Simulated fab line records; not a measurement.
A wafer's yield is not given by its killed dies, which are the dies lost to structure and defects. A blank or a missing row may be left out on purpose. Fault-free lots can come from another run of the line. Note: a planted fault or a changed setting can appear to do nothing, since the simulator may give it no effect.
Chamber matching :: flow berkeley cmos170 :: 4 sister chambers for UCB170_PWELL_ETCH_14 on rie diel-03
The step etches Si3N4 in CH3F/Ar/O2, stops on SiO2, target depth 242 nm, time 151 s. 8 wafers are shown with their chamber, then 9 later ones without.

WAFERS PAIRED WITH THEIR CHAMBERS
wafer: L545.1
chamber: 1
drypump motor current A (A): 6.5
throttle valve pct (%): 8.07

wafer: L549.3
chamber: 1
drypump motor current A (A): 6.5
throttle valve pct (%): 8.07

wafer: L552.3
chamber: 0
drypump motor current A (A): 6.0
throttle valve pct (%): 7.93

wafer: L552.5
chamber: 2
drypump motor current A (A): 5.8
throttle valve pct (%): 8.13

wafer: L552.6
chamber: 3
drypump motor current A (A): 4.8
throttle valve pct (%): 8.28

wafer: L553.1
chamber: 2
drypump motor current A (A): 5.9
throttle valve pct (%): 8.11

wafer: L553.2
chamber: 3
drypump motor current A (A): 4.8
throttle valve pct (%): 8.25

wafer: L553.3
chamber: 0
drypump motor current A (A): 6.0
throttle valve pct (%): 7.93

WAFERS WITH NO CHAMBER GIVEN
wafer: L556.1
drypump motor current A (A): 4.8
throttle valve pct (%): 8.25

wafer: L556.5
drypump motor current A (A): 4.9
throttle valve pct (%): 8.26

wafer: L556.6
drypump motor current A (A): 6.0
throttle valve pct (%): 7.90

wafer: L560.3
drypump motor current A (A): 6.6
throttle valve pct (%): 8.08

wafer: L560.4
drypump motor current A (A): 6.0
throttle valve pct (%): 7.92

wafer: L560.5
drypump motor current A (A): 4.9
throttle valve pct (%): 8.27

wafer: L561.2
drypump motor current A (A): 6.5
throttle valve pct (%): 8.07

wafer: L561.3
drypump motor current A (A): 6.0
throttle valve pct (%): 7.93

wafer: L561.5
drypump motor current A (A): 5.8
throttle valve pct (%): 8.10

CHAMBER TAKEN BY EACH
wafer: L556.1
from the rows above: 3
in truth: 3

wafer: L556.5
from the rows above: 3
in truth: 3

wafer: L556.6
from the rows above: 0
in truth: 0

wafer: L560.3
from the rows above: 1
in truth: 1

wafer: L560.4
from the rows above: 0
in truth: 0

wafer: L560.5
from the rows above: 3
in truth: 3

wafer: L561.2
from the rows above: 1
in truth: 1

wafer: L561.3
from the rows above: 0
in truth: 0

wafer: L561.5
from the rows above: 2
in truth: 2
Correct placement for 9 of the 9. From these rows, 0 cannot be placed. 0 placed wrongly.
How it was worked out, from the rows above alone: a wafer's distance from a chamber is the root of the sum, over the readings, of the square of ((its reading less the chamber's mean) divided by the reading's scatter). If the next closest chamber is less than 2 further off than the closest, the wafer can't be placed; otherwise it belongs to the closest. A chamber's mean is the mean of its shown wafers. The scatter is the square root of a quotient: the sum, over the shown wafers, of each reading's squared deviation from its chamber's mean, divided by wafers minus chambers.
